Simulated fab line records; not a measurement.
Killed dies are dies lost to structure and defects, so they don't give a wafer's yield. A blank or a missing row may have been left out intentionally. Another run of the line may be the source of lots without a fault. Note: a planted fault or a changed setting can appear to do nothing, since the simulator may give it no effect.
fab line records	flow rit-cmos
record lots=6	wafers=18	last-day=7
route steps=202 shown PRETRO@72 GATE@75 FOX2@80 REOX@98 NLDD@103 SDANNEAL@155 M1@202
lots that met no fault: taken from a fault-free run of the same line
start-h: hours from the record's first day to the start of the lot's first wafer shown	wait-h: hours since the lot's step before	" repeats the value in the row above	L1.1+2: several wafers, shown together as one row	- no value present, or no start provided	* or withheld: withheld	< > ~ a bound
route shown NAME@n: NAME is a module with steps in the file, n the number in the route of the first one	usual: average and standard deviation across the fault-free wafers	same: alike in all rows	chamber/n: place in a boat	sites: each site's reading	_std_site: standard deviation of those values	_edge_site: the outer-site mean with the inner-site mean subtracted	radius-mm: how far each site lies from the wafer's centre	mask NAME#n: copy n	behind: the most recent tool/chamber to have shaped the wafer	hold: why the lot went on hold/how many hours it stayed there/how the hold came to an end	device: transistor that didn't switch, given as n, p or np	end of line: tests of these same wafers at the route's end	where a step has no rows: the recipe by itself	killed: the dies lost at the first sort to structure and to defects; this is not the yield of the wafer	map: the dies of a wafer, with x for killed, . for not killed, _ for no die there
set.NAME: the setting as run; set.NAME@STEP: as run at that earlier step	model.NAME: the simulator's own value behind a step, which no gauge read
lots at selected steps of the route; one table per step, one row per wafer
services: from which hour (start-h, from the record's first day; less than 0 if before it) a tool's chamber was out of use, for how many hours, and why
## steps
# step RIT_PRETRO_IMPLANT_08
# recipe species=B	energy-kev=45	dose-cm2=1.2e+13	tilt-deg=7
# step RIT_PRETRO_STRIP_09
# recipe chemistry=O2	time-s=180	resist=NOVOLAK	platen-temp-c=withheld	power-w=500	pressure-mtorr=4000	o2-flow-sccm=4000
# usual drypump-motor-current-A=5.40/0.22
# same time-s=180
lot.wafer	tool	chamber	start-h	wait-h	drypump-motor-current-A	rf-hours-counter-h
L448.2	plasma-asher-04	1	42.64	0.1	5.11	24
L448.5	"	0	"	"	5.63	-
L448.6	"	1	"	"	5.12	-
L449.4	plasma-asher-04	1	46.92	0.1	5.13	-
L449.5	"	1	"	"	5.13	-
L449.6	"	0	"	"	5.65	-
L459.2	plasma-asher-04	0	90.53	0.2	5.68	29
L459.4	"	1	"	"	5.14	-
L459.6	"	1	"	"	5.12	-
L461.1	plasma-asher-04	0	99.68	0.1	5.63	30
L461.4	"	0	"	"	5.62	-
L461.5	"	1	"	"	5.15	-
L467.2	plasma-asher-01	0	129.56	0.1	5.52	45
L467.4	"	1	"	"	5.15	-
L467.5	"	1	"	"	5.16	-
L468.1	plasma-asher-02	1	134.59	0.1	5.49	50
L468.3	"	0	"	"	5.55	-
L468.5	"	0	"	"	5.55	-
# step RIT_PRETRO_TW_MEAS_10
# usual PRETRO_TW=474/4.8
lot.wafer	tool	chamber	start-h	wait-h	PRETRO_TW
L448.2	film-metro-01	-	42.82	0.1	471
L448.5	"	-	"	"	471
L448.6	"	-	"	"	469
L449.4	film-metro-01	-	47.06	0.1	471
L449.5	"	-	"	"	472
L449.6	"	-	"	"	469
L459.2	film-metro-02	-	90.71	0.1	481
L459.4	"	-	"	"	481
L459.6	"	-	"	"	479
L461.1	film-metro-02	-	99.85	0.1	479
L461.4	"	-	"	"	475
L461.5	"	-	"	"	477
L467.2	film-metro-02	-	129.75	0.1	477
L467.4	"	-	"	"	477
L467.5	"	-	"	"	474
L468.1	film-metro-02	-	134.77	0.1	476
L468.3	"	-	"	"	479
L468.5	"	-	"	"	475
# step RIT_GATE_WET_ETCH_00
# recipe chemistry=BOE	target=SiO2	target-depth-nm=56	time-s=60	dry=n2-spin	dilution=10:1	temp-c=21.5
# step RIT_GATE_CLEAN_01
# recipe chemistry=SC1	mix=3:3:50	time-s=600	temp-c=75
# step RIT_GATE_CLEAN_02
# recipe chemistry=dHF	dilution=50:1	time-s=30
# step RIT_GATE_CLEAN_03
# recipe chemistry=SC2	mix=3:3:50	time-s=600	temp-c=75	dry=n2-spin
# step RIT_GATE_CLEAN_04
# recipe chemistry=dHF	dilution=50:1	time-s=60	dry=n2-spin
# step RIT_FOX2_THK_MEAS_91
# recipe reads=SiO2_of_FOX2_OXIDATION_00
# usual FIELD_OXIDE_LEFT_2_THK=252/6.7
lot.wafer	tool	chamber	start-h	wait-h	FIELD_OXIDE_LEFT_2_THK[nm]
L448.2	film-metro-01	-	43.30	0.0	253
L448.5	"	-	"	"	257
L448.6	"	-	"	"	257
L449.4	film-metro-01	-	47.54	0.0	260
L449.5	"	-	"	"	259
L449.6	"	-	"	"	265
L459.2	film-metro-03	-	91.23	0.0	246
L459.4	"	-	"	"	244
L459.6	"	-	"	"	246
L461.1	film-metro-02	-	100.36	0.0	247
L461.4	"	-	"	"	246
L461.5	"	-	"	"	248
L467.2	film-metro-01	-	130.26	0.0	242
L467.4	"	-	"	"	239
L467.5	"	-	"	"	245
L468.1	film-metro-02	-	135.24	0.0	252
L468.3	"	-	"	"	246
L468.5	"	-	"	"	250
# step RIT_GATE_OXIDATION_05
# recipe temp-c=900	ambient=O2	target-thk-a=30	ox-time-s=270
# step RIT_GATE_ANNEAL_06
# recipe temp-c=900	time-s=600	ambient=N2O
# step RIT_GATE_THK_MEAS_07
# recipe reads=SiO2_of_GATE_OXIDATION_05
# usual GATE_OXIDE_THK=3.01/0.066
lot.wafer	tool	chamber	start-h	wait-h	GATE_OXIDE_THK[nm]
L448.2	film-metro-02	-	44.69	0.0	3.19
L448.5	"	-	"	"	3.02
L448.6	"	-	"	"	3.12
L449.4	film-metro-02	-	50.36	0.0	2.99
L449.5	"	-	"	"	3.03
L449.6	"	-	"	"	3.01
L459.2	film-metro-03	-	92.61	0.0	2.95
L459.4	"	-	"	"	2.96
L459.6	"	-	"	"	2.98
L461.1	film-metro-02	-	102.37	0.0	3.09
L461.4	"	-	"	"	3.09
L461.5	"	-	"	"	3.04
L467.2	film-metro-03	-	132.39	0.0	2.96
L467.4	"	-	"	"	3.06
L467.5	"	-	"	"	3.12
L468.1	film-metro-02	-	137.30	0.0	2.92
L468.3	"	-	"	"	3.03
L468.5	"	-	"	"	3.02
# step RIT_GATE_CVD_08
# recipe material=poly-Si	target-thk-nm=250	temp-c=610	precursor=SiH4	time-s=2220	pressure-mtorr=300	sih4-flow-sccm=100
lot.wafer	tool	chamber	start-h	wait-h	model.poly-Si_of_GATE_CVD_08.thk-nm
L448.2	lpcvd-01	1	44.74	0.0	253.5
L448.5+6	"	1	"	"	251.9
L449.4	lpcvd-02	0	50.39	0.0	246.6
L449.5	"	0	"	"	247
L449.6	"	0	"	"	249.1
L459.2	lpcvd-01	0	92.66	0.0	270.2
L459.4	"	0	"	"	269
L459.6	"	0	"	"	271.5
L461.1	lpcvd-01	1	102.67	0.3	274.3
L461.4	"	1	"	"	271
L461.5	"	1	"	"	272.5
L467.2	lpcvd-02	0	132.44	0.0	250.6
L467.4	"	0	"	"	248.6
L467.5	"	0	"	"	248.2
L468.1	lpcvd-02	1	137.36	0.1	250.7
L468.3	"	1	"	"	248.7
L468.5	"	1	"	"	250.3
# step RIT_GATE_THK_MEAS_09
# recipe reads=poly-Si_of_GATE_CVD_08
# usual GATE_POLY_THK=249.8/2.3
lot.wafer	tool	chamber	start-h	wait-h	GATE_POLY_THK[nm]
L448.2	film-metro-01	-	46.36	0.0	253.6
L448.5	"	-	"	"	251.9
L448.6	"	-	"	"	251.7
L449.4	film-metro-01	-	52.09	0.1	246.7
L449.5	"	-	"	"	246.9
L449.6	"	-	"	"	249.2
L459.2	film-metro-02	-	94.29	0.0	270.3
L459.4	"	-	"	"	268.8
L459.6	"	-	"	"	271.4
L461.1	film-metro-02	-	104.29	0.0	274.3
L461.4	"	-	"	"	271.1
L461.5	"	-	"	"	272.6
L467.2	film-metro-01	-	134.88	0.0	250.7
L467.4	"	-	"	"	248.5
L467.5	"	-	"	"	248.5
L468.1	film-metro-02	-	138.98	0.0	250.6
L468.3	"	-	"	"	248.9
L468.5	"	-	"	"	250.4
# step RIT_GATE_HMDS_10
# recipe prime-time-s=60	prime-temp-c=140
# step RIT_GATE_COAT_11
# recipe resist=NOVOLAK	spin-rpm=4250	resist-thk-nm=850
# step RIT_GATE_SOFTBAKE_12
# recipe resist=NOVOLAK	temp-c=90	time-s=60
# step RIT_GATE_EXPOSE_13
# recipe mask-id=M6	na=0.6	source-shape=conventional	sigma-outer=0.6	target-cd-nm=150	dose-mj=380
# step RIT_GATE_PEB_14
# recipe resist=NOVOLAK	temp-c=withheld	time-s=withheld
# step RIT_GATE_DEVELOP_15
# recipe resist=NOVOLAK	develop-time-s=50	dev-temp-c=23
# step RIT_GATE_CD_MEAS_16
# recipe target-cd-nm=150
# usual cd-nm=150.1/2.6
lot.wafer	tool	chamber	start-h	wait-h	cd-nm
L448.2	cd-sem-01	-	47.48	-	143.7
L448.5	"	-	"	"	144.6
L448.6	"	-	"	"	144.4
L449.4	cd-sem-02	-	53.34	-	149.9
L449.5	"	-	"	"	148.1
L449.6	"	-	"	"	150.8
L459.2	cd-sem-01	-	95.21	-	150.9
L459.4	"	-	"	"	150.7
L459.6	"	-	"	"	150.8
L461.1	cd-sem-01	-	105.20	-	147.4
L461.4	"	-	"	"	147.9
L461.5	"	-	"	"	149.4
L467.2	cd-sem-01	-	135.92	-	150.5
L467.4	"	-	"	"	149.5
L467.5	"	-	"	"	147.9
L468.1	cd-sem-01	-	139.89	-	150.3
L468.3	"	-	"	"	151.6
L468.5	"	-	"	"	149.8
# step RIT_GATE_OVL_MEAS_17
# usual GATE_OVL=-0.5/1.4
lot.wafer	tool	chamber	start-h	wait-h	GATE_OVL[nm]
L448.2	overlay-02	-	47.58	0.1	-2.1
L448.5	"	-	"	"	-0.9
L448.6	"	-	"	"	-1.1
L449.4	overlay-02	-	53.42	0.1	-1.0
L449.5	"	-	"	"	0.1
L449.6	"	-	"	"	-0.2
L459.2	overlay-02	-	95.31	0.1	-1.7
L459.4	"	-	"	"	-0.1
L459.6	"	-	"	"	-0.6
L461.1	overlay-01	-	105.32	0.1	1.5
L461.4	"	-	"	"	2.3
L461.5	"	-	"	"	2.4
L467.2	overlay-02	-	136.03	0.1	-0.6
L467.4	"	-	"	"	-0.1
L467.5	"	-	"	"	-1.2
L468.1	overlay-02	-	140.01	0.1	-1.9
L468.3	"	-	"	"	-3.4
L468.5	"	-	"	"	-3.4
# step RIT_GATE_HARDBAKE_18
# recipe resist=NOVOLAK	temp-c=140	time-s=60
# step RIT_GATE_ETCH_19
# recipe chemistry=SF6/CHF3/O2	time-s=165	SF6_flow_sccm=30	CHF3_flow_sccm=30	O2_flow_sccm=5	target=poly-Si	pressure-mtorr=40	rf-w=160	target-depth-a=3125	over-etch-frac=0.25	stop-on=SiO2
# usual drypump-motor-current-A=5.7/0.46	oes-product-au=0.849/0.015	throttle-valve-pct=10.15/0.13
# same time-s=165
lot.wafer	tool	chamber	start-h	wait-h	drypump-motor-current-A	oes-product-au	rf-hours-counter-h	throttle-valve-pct	model.GATE.feature-depth-nm	model.etch.depth-nm
L448.2	rie-si-01	0	47.87	0.1	5.6	0.865	27	10.09	253.5	253.5
L448.5	"	0	"	"	5.6	0.858	-	10.11	251.9	251.9
L448.6	"	3	"	"	5.7	0.844	-	9.97	251.9	251.9
L449.4	rie-si-01	2	53.59	0.1	6.2	0.840	94	9.96	246.6	246.6
L449.5	"	1	"	"	5.9	0.863	-	10.28	247	247
L449.6	"	2	"	"	6.3	0.846	-	9.94	249.1	249.1
L459.2	rie-si-02	1	95.49	0.1	5.8	0.874	151	10.34	270.2	270.2
L459.4	"	2	"	"	5.8	0.887	-	10.14	269	269
L459.6	"	1	"	"	5.9	0.875	-	10.35	271.5	271.5
L461.1	rie-si-02	2	105.51	0.1	5.8	0.904	115	10.16	274.3	274.3
L461.4	"	1	"	"	5.8	0.868	-	10.34	271	271
L461.5	"	3	"	"	4.7	0.917	-	10.23	272.5	272.5
L467.2	rie-si-02	2	136.21	0.1	5.8	0.844	116	10.16	250.6	250.6
L467.4	"	0	"	"	6.1	0.843	0	10.12	248.6	248.6
L467.5	"	3	"	"	4.7	0.860	-	10.21	248.2	248.2
L468.1	rie-si-01	0	140.20	0.1	5.6	0.858	28	10.10	250.7	250.7
L468.3	"	1	"	"	5.9	0.860	7	10.28	248.7	248.7
L468.5	"	0	"	"	5.6	0.859	-	10.10	250.3	250.3
# step RIT_GATE_STRIP_20
# recipe chemistry=O2	time-s=180	resist=NOVOLAK	platen-temp-c=withheld	power-w=500	pressure-mtorr=4000	o2-flow-sccm=4000
# usual drypump-motor-current-A=5.8/0.51
# same time-s=180
lot.wafer	tool	chamber	start-h	wait-h	drypump-motor-current-A	rf-hours-counter-h
L448.2	plasma-asher-02	0	47.98	0.1	5.6	40
L448.5	"	1	"	"	5.5	-
L448.6	"	0	"	"	5.6	-
L449.4	plasma-asher-01	0	53.75	0.1	5.5	-
L449.5	"	1	"	"	5.2	-
L449.6	"	0	"	"	5.5	-
L459.2	plasma-asher-03	0	95.60	0.1	5.9	47
L459.4	"	0	"	"	5.9	-
L459.6	"	1	"	"	6.7	-
L461.1	plasma-asher-01	0	105.61	0.1	5.5	42
L461.4	"	1	"	"	5.1	-
L461.5	"	0	"	"	5.5	-
L467.2	plasma-asher-02	0	136.32	0.1	5.6	50
L467.4	"	0	"	"	5.6	-
L467.5	"	1	"	"	5.5	-
L468.1	plasma-asher-01	0	140.30	0.1	5.5	47
L468.3	"	1	"	"	5.1	-
L468.5	"	1	"	"	5.1	-
# step RIT_GATE_CD_MEAS_90
# recipe target-cd-nm=150
# usual cd-nm=150.1/2.6
lot.wafer	tool	chamber	start-h	wait-h	cd-nm
L448.2	cd-sem-02	-	48.18	0.1	144.1
L448.5	"	-	"	"	144.4
L448.6	"	-	"	"	144.1
L449.4	cd-sem-02	-	53.93	0.1	150.1
L449.5	"	-	"	"	148.2
L449.6	"	-	"	"	151.1
L459.2	cd-sem-02	-	95.80	0.1	151.1
L459.4	"	-	"	"	150.6
L459.6	"	-	"	"	151.3
L461.1	cd-sem-02	-	105.79	0.1	147.5
L461.4	"	-	"	"	148.2
L461.5	"	-	"	"	149.7
L467.2	cd-sem-01	-	136.51	0.1	150.4
L467.4	"	-	"	"	149.6
L467.5	"	-	"	"	148.2
L468.1	cd-sem-02	-	140.48	0.1	150.5
L468.3	"	-	"	"	151.6
L468.5	"	-	"	"	150.2
# step RIT_REOX_CLEAN_00
# recipe chemistry=SC1	mix=3:3:50	time-s=600	temp-c=75
# step RIT_REOX_CLEAN_01
# recipe chemistry=dHF	dilution=50:1	time-s=30
# step RIT_REOX_CLEAN_02
# recipe chemistry=SC2	mix=3:3:50	time-s=600	temp-c=75	dry=n2-spin
# step RIT_REOX_OXIDATION_03
# recipe temp-c=900	ambient=O2	target-thk-a=252	ox-time-s=5580
# step RIT_REOX_THK_MEAS_04
# recipe reads=SiO2_of_REOX_OXIDATION_03
# usual REOX_OXIDE_THK=25.0/0.49
lot.wafer	tool	chamber	start-h	wait-h	REOX_OXIDE_THK[nm]
L448.2	film-metro-02	-	52.75	0.2	26.1
L448.5	"	-	"	"	25.6
L448.6	"	-	"	"	26.0
L449.4	film-metro-04	-	57.57	0.0	25.7
L449.5	"	-	"	"	25.6
L449.6	"	-	"	"	25.6
L459.2	film-metro-03	-	100.79	0.0	25.1
L459.4	"	-	"	"	24.9
L459.6	"	-	"	"	25.3
L461.1	film-metro-02	-	110.68	0.0	25.1
L461.4	"	-	"	"	25.2
L461.5	"	-	"	"	25.5
L467.2	film-metro-02	-	139.86	0.0	24.9
L467.4	"	-	"	"	25.0
L467.5	"	-	"	"	25.2
L468.1	film-metro-04	-	144.51	0.0	24.2
L468.3	"	-	"	"	24.3
L468.5	"	-	"	"	23.9
# step RIT_NLDD_HMDS_00
# recipe prime-time-s=60	prime-temp-c=140
# step RIT_NLDD_COAT_01
# recipe resist=NOVOLAK	spin-rpm=3250	resist-thk-nm=1000
# step RIT_NLDD_SOFTBAKE_02
# recipe resist=NOVOLAK	temp-c=90	time-s=60
# step RIT_NLDD_EXPOSE_03
# recipe mask-id=M7	na=0.57	target-cd-nm=40700	dose-mj=250
# step RIT_NLDD_PEB_04
# recipe resist=NOVOLAK	temp-c=withheld	time-s=withheld
# step RIT_NLDD_DEVELOP_05
# recipe resist=NOVOLAK	develop-time-s=50	dev-temp-c=23
# step RIT_NLDD_OVL_MEAS_06
# usual NLDD_OVL=-0.4/1.7
lot.wafer	tool	chamber	start-h	wait-h	NLDD_OVL[nm]
L448.2	overlay-01	-	54.21	-	0.7
L448.5	"	-	"	"	1.3
L448.6	"	-	"	"	0.6
L449.4	overlay-02	-	58.83	-	-0.2
L449.5	"	-	"	"	-1.3
L449.6	"	-	"	"	-0.4
L459.2	overlay-02	-	101.69	-	-1.7
L459.4	"	-	"	"	-1.7
L459.6	"	-	"	"	-1.2
L461.1	overlay-02	-	111.60	-	-0.3
L461.4	"	-	"	"	-0.3
L461.5	"	-	"	"	-0.6
L467.2	overlay-02	-	140.77	-	-2.4
L467.4	"	-	"	"	-2.8
L467.5	"	-	"	"	-3.8
L468.1	overlay-01	-	145.62	-	2.9
L468.3	"	-	"	"	1.4
L468.5	"	-	"	"	1.4
# step RIT_NLDD_HARDBAKE_07
# recipe resist=NOVOLAK	temp-c=140	time-s=60
# step RIT_NLDD_IMPLANT_08
# recipe species=P	energy-kev=20	dose-cm2=5e+14	tilt-deg=7
# step RIT_NLDD_STRIP_09
# recipe chemistry=O2	time-s=180	resist=NOVOLAK	platen-temp-c=withheld	power-w=500	pressure-mtorr=4000	o2-flow-sccm=4000
# usual drypump-motor-current-A=5.5/0.4
# same time-s=180
lot.wafer	tool	chamber	start-h	wait-h	drypump-motor-current-A	rf-hours-counter-h
L448.2	plasma-asher-03	1	54.54	0.1	6.7	43
L448.5	"	0	"	"	5.9	-
L448.6	"	1	"	"	6.7	-
L449.4	plasma-asher-04	1	59.21	0.1	5.2	-
L449.5	"	1	"	"	5.1	-
L449.6	"	0	"	"	5.6	-
L459.2	plasma-asher-04	1	102.02	0.1	5.1	30
L459.4	"	1	"	"	5.1	-
L459.6	"	0	"	"	5.7	-
L461.1	plasma-asher-04	0	111.95	0.1	5.7	31
L461.4	"	1	"	"	5.1	-
L461.5	"	1	"	"	5.2	-
L467.2	plasma-asher-01	0	141.10	0.1	5.5	47
L467.4	"	0	"	"	5.5	-
L467.5	"	1	"	"	5.1	-
L468.1	plasma-asher-04	0	145.96	0.1	5.7	35
L468.3	"	0	"	"	5.6	-
L468.5	"	0	"	"	5.7	-
# step RIT_NLDD_TW_MEAS_10
# usual NLDD_TW=2467/19
lot.wafer	tool	chamber	start-h	wait-h	NLDD_TW
L448.2	film-metro-01	-	54.72	0.1	2497
L448.5	"	-	"	"	2493
L448.6	"	-	"	"	2500
L449.4	film-metro-04	-	59.36	0.1	2448
L449.5	"	-	"	"	2445
L449.6	"	-	"	"	2451
L459.2	film-metro-03	-	102.21	0.1	2486
L459.4	"	-	"	"	2504
L459.6	"	-	"	"	2502
L461.1	film-metro-04	-	112.12	0.1	2452
L461.4	"	-	"	"	2454
L461.5	"	-	"	"	2448
L467.2	film-metro-03	-	141.28	0.1	2492
L467.4	"	-	"	"	2473
L467.5	"	-	"	"	2473
L468.1	film-metro-03	-	146.13	0.1	2492
L468.3	"	-	"	"	2495
L468.5	"	-	"	"	2497
# step RIT_SDANNEAL_CLEAN_02
# recipe chemistry=SC2	mix=3:3:50	time-s=600	temp-c=75	dry=n2-spin
# same time-s=600
lot.wafer	tool	chamber	start-h	wait-h	model.poly-Si_of_GATE_CVD_08.thk-nm
L448.2	wet-bench-01	3	62.19	0.0	167.9
L448.5	"	3	"	"	165.9
L448.6	"	3	"	"	163.7
L449.4	wet-bench-01	1	68.19	0.0	157.2
L449.5	"	1	"	"	157.3
L449.6	"	1	"	"	159.7
L459.2	wet-bench-04	3	109.82	0.0	181.6
L459.4	"	3	"	"	183.3
L459.6	"	3	"	"	183
L461.1	wet-bench-01	3	119.67	0.0	184.5
L461.4	"	3	"	"	182.3
L461.5	"	3	"	"	183.4
L467.2	wet-bench-03	1	149.64	0.0	167.1
L467.4	"	1	"	"	161.4
L467.5	"	1	"	"	164.1
L468.1	wet-bench-04	3	153.66	0.0	162
L468.3	"	3	"	"	162.4
L468.5	"	3	"	"	163.1
# step RIT_M1_PROBE_99
# usual killed-at-contacts=0.0/0.18	killed-at-front-end=7/3	killed-dies=7/3	killed-open=3.6/1.9	killed-short=3.2/1.8
# same gross-dies=264	killed_at_M0_to_M3=0	killed_at_M4_up=0	killed-at-back-side=0	killed-at-other=0
lot.wafer	tool	chamber	start-h	wait-h	killed-at-contacts	killed-at-front-end	killed-dies	killed-open	killed-short	model.etest.nmos-turned.drive-ua-um	model.etest.pmos-turned.drive-ua-um	model.etest.poly-comb-over-steps.leak-log10-a-um
L448.2	prober-02	-	70.22	0.1	0	8	8	5	3	321.1	179.7	-12.59
L448.5	prober-02	-	70.37	0.2	0	8	8	4	4	336.7	190.2	-12.83
L448.6	prober-02	-	70.42	0.2	0	8	8	4	4	326.2	182	-12.8
L449.4	prober-02	-	76.03	0.2	0	6	6	2	4	315.1	192.9	-12.88
L449.5	prober-02	-	76.08	0.2	0	10	10	6	4	323.1	195.7	-12.73
L449.6	prober-02	-	76.13	0.2	0	4	4	2	2	315	194.5	-12.84
L459.2	prober-01	-	117.53	0.1	0	5	5	3	2	289.3	180.3	-12.4
L459.4	prober-01	-	117.63	0.2	0	7	7	5	2	296.6	179.4	-10.7
L459.6	prober-01	-	117.73	0.2	1	6	7	2	5	281	171.3	-12.07
L461.1	prober-01	-	127.58	0.1	0	11	11	7	4	286.2	154.4	-9.859
L461.4	prober-01	-	127.73	0.2	0	7	7	4	3	296.9	161.7	-12.65
L461.5	prober-01	-	127.78	0.2	0	12	12	7	5	285.4	153.2	-9.455
L467.2	prober-01	-	157.60	0.1	0	9	9	4	5	342.2	201.6	-12.8
L467.4	prober-01	-	157.70	0.2	0	1	1	1	0	342.4	201	-12.86
L467.5	prober-01	-	157.75	0.2	0	5	5	2	3	341.1	199.7	-12.93
L468.1	prober-02	-	161.23	0.1	0	8	8	5	3	353.4	199.7	-12.69
L468.3	prober-02	-	161.33	0.2	0	2	2	0	2	349	197.2	-12.89
L468.5	prober-02	-	161.43	0.2	0	5	5	2	3	358.5	203.1	-12.76
# killed by level:class
L448.2 GATE:geometric-particle:open=3 SPACER:geometric-particle:short=2 FOX1:geometric-particle:open=1 FOX2:geometric-particle:open=1 FOX2:geometric-particle:short=1
L448.5 GATE:geometric-particle:short=4 SILICIDE:geometric-particle:open=2 GATE:geometric-particle:open=1 SPACER:geometric-particle:open=1
L448.6 GATE:geometric-particle:open=4 GATE:geometric-particle:short=2 SILICIDE:geometric-particle:short=2
L449.4 FOX1:geometric-particle:short=1 FOX1:geometric-particle:open=1 GATE:geometric-particle:short=1 REOX:geometric-particle:short=1 SPACER:geometric-particle:short=1 SPACER:geometric-particle:open=1
L449.5 FOX1:geometric-particle:open=2 GATE:geometric-particle:open=2 SILICIDE:geometric-particle:short=2 GATE:geometric-particle:short=1 REOX:geometric-particle:open=1 REOX:geometric-particle:short=1 SILICIDE:geometric-particle:open=1
L449.6 GATE:geometric-particle:open=2 FOX1:geometric-particle:short=1 REOX:geometric-particle:short=1
L459.2 GATE:geometric-particle:short=2 GATE:geometric-particle:open=2 SPACER:geometric-particle:open=1
L459.4 FOX1:geometric-particle:open=2 GATE:geometric-particle:open=2 FOX1:geometric-particle:short=1 GATE:geometric-particle:short=1 SPACER:geometric-particle:open=1
L459.6 GATE:geometric-particle:short=2 SILICIDE:geometric-particle:open=2 SPACER:geometric-particle:short=1 SILICIDE:geometric-particle:short=1 CONTACT:geometric-particle:short=1
L461.1 GATE:geometric-particle:open=5 REOX:geometric-particle:open=2 REOX:geometric-particle:short=2 GATE:geometric-particle:short=1 SPACER:geometric-particle:short=1
L461.4 GATE:geometric-particle:short=2 GATE:geometric-particle:open=2 FOX1:geometric-particle:short=1 REOX:geometric-particle:open=1 SPACER:geometric-particle:open=1
L461.5 GATE:geometric-particle:open=3 REOX:geometric-particle:open=3 REOX:geometric-particle:short=3 FOX1:geometric-particle:short=1 SILICIDE:geometric-particle:open=1 SILICIDE:geometric-particle:short=1
L467.2 GATE:geometric-particle:short=4 SPACER:geometric-particle:open=2 FOX1:geometric-particle:open=1 FOX2:geometric-particle:short=1 GATE:geometric-particle:open=1
L467.4 SPACER:geometric-particle:open=1
L467.5 FOX1:geometric-particle:short=1 REOX:geometric-particle:short=1 SPACER:geometric-particle:short=1 SPACER:geometric-particle:open=1 SILICIDE:geometric-particle:open=1
L468.1 SILICIDE:geometric-particle:open=3 GATE:geometric-particle:open=2 REOX:geometric-particle:short=2 SILICIDE:geometric-particle:short=1
L468.3 FOX1:geometric-particle:short=1 GATE:geometric-particle:short=1
L468.5 FOX2:geometric-particle:short=1 GATE:geometric-particle:short=1 GATE:geometric-particle:open=1 SPACER:geometric-particle:short=1 SILICIDE:geometric-particle:open=1
## services
tool	chamber	start-h	hours	kind
rie-si-01	0	22.49	3.0	repair
rie-si-02	2	33.89	4.1	repair
lpcvd-02	-	37.67	1.7	repair
rie-si-01	-	55.05	0.1	repair
plasma-asher-04	-	73.26	1.3	repair
rie-si-02	0	94.99	-	clean
rie-si-02	0	94.99	17.5	scheduled-down
rie-si-02	0	94.99	17.5	vent-cycle
plasma-asher-03	-	108.75	9.0	pm
plasma-asher-03	0	108.75	9.0	vent-cycle
plasma-asher-03	1	108.75	9.0	vent-cycle
rie-si-02	1	112.48	-	clean
rie-si-02	1	112.48	22.1	scheduled-down
rie-si-02	1	112.48	22.1	vent-cycle
wet-bench-04	-	114.46	6.0	repair
plasma-asher-03	0	117.75	-	clean
plasma-asher-03	1	117.75	-	clean
plasma-asher-04	-	131.30	3.8	repair
rie-si-01	-	133.55	2.8	pm
## key
first-sign step=RIT_GATE_THK_MEAS_09	reading=GATE_POLY_THK	direction=up	sigmas=9.4	usual=249.8	struck=271.4
effect step=RIT_GATE_ETCH_19	reading=oes-product-au	direction=up	sigmas=2.6	usual=0.849	struck=0.887
model-effect step=RIT_GATE_CVD_08	value=poly-Si_of_GATE_CVD_08.thk-nm	without=251.4	struck=271.4
model-effect step=RIT_GATE_ETCH_19	value=GATE.feature-depth-nm	without=251.4	struck=271.4
model-effect step=RIT_SDANNEAL_CLEAN_02	value=poly-Si_of_GATE_CVD_08.thk-nm	without=163	struck=183
model-effect step=RIT_M1_PROBE_99	value=etest.nmos-turned.drive-ua-um	without=322.2	struck=289.2
met-at RIT_GATE_CVD_08
struck-wafers L459.2,L459.4,L459.6,L461.1,L461.4,L461.5
tester-left-out L459,L461
onset-between 44.74 92.66
also-fits RIT_PRETRO_STRIP_09:plasma-asher-04
fault kind=process-parameter-drift	tool=lpcvd-01	chamber=-	onset-h=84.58	steps=RIT_GATE_CVD_08	channel=target-thk-nm	offset=20	shape=step	end-h=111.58	acts-in=these-recipes-only	stated=250
# tester-left-out: of these lots the tester's yield and bins aren't shown, on N5 and GAA mostly nor the transistor test; their killed dies are dies lost to structure and defects alone, not to doping, threshold or leakage, so they don't give the yield
